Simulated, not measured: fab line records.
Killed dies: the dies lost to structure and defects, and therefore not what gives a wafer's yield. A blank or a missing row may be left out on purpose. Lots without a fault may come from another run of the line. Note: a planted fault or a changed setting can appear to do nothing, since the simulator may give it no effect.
Which tool is to blame? | flow ritCmos | 21 wafers from 7 lots sampled at 2 of the route's 202 steps

== WHAT THE GAUGES READ, wafer by wafer ==
RIT_NWELL_TW_MEAS_10.
lot  | measured    | on           | NWELL_TW
L553 | day 2 08:26 | filmMetro-02 | 2163 2161 2180
L556 | day 2 22:36 | filmMetro-02 | 2172 2169 2163
L560 | day 3 20:11 | filmMetro-02 | 2148 2158 2140
L564 | day 4 14:49 | filmMetro-04 | 2137 2138 2147
L566 | day 5 00:13 | filmMetro-02 | 2109 2095 2109
L570 | day 5 19:44 | filmMetro-04 | 2123 2127 2127
L574 | day 6 18:34 | filmMetro-03 | 2157 2149 2158

== TOOL THAT RAN EACH LOT (tool first, then ch and the chambers of the sampled wafers, then the start) ==
lot  | RIT_NWELL_DEVELOP_05
L553 | lithoTrack-02 ch 0, day 2 07:00
L556 | lithoTrack-02 ch 0, day 2 21:00
L560 | lithoTrack-01 ch 0, day 3 19:00
L564 | lithoTrack-01 ch 0, day 4 14:00
L566 | lithoTrack-02 ch 0, day 4 23:00
L570 | lithoTrack-03 ch 0, day 5 18:00
L574 | lithoTrack-03 ch 0, day 6 17:00
- RIT_NWELL_DEVELOP_05: develop time 68 s.

== THE ANSWER, worked out from the rows above alone ==
Rule: what is usual is taken from the lots themselves. Put in order of their means at a reading, lots are off if they are a third of the lots or fewer, leave a main group of 4 or more, and stand apart from it by a gap of 3 or more times the standard deviation of the main group's means; of several such gaps the widest counts. A main group whose means are all the same, to the digits that the tables above print for the reading, isn't used. Also off: a lot with no number at a reading for which 4 or more lots have one. Where the step has rows for the other lots, those lots are counted as sound.
Across all readings shown, no lot is off: no conclusion can be drawn from this.

== WHAT THE SIMULATOR PUT IN ==
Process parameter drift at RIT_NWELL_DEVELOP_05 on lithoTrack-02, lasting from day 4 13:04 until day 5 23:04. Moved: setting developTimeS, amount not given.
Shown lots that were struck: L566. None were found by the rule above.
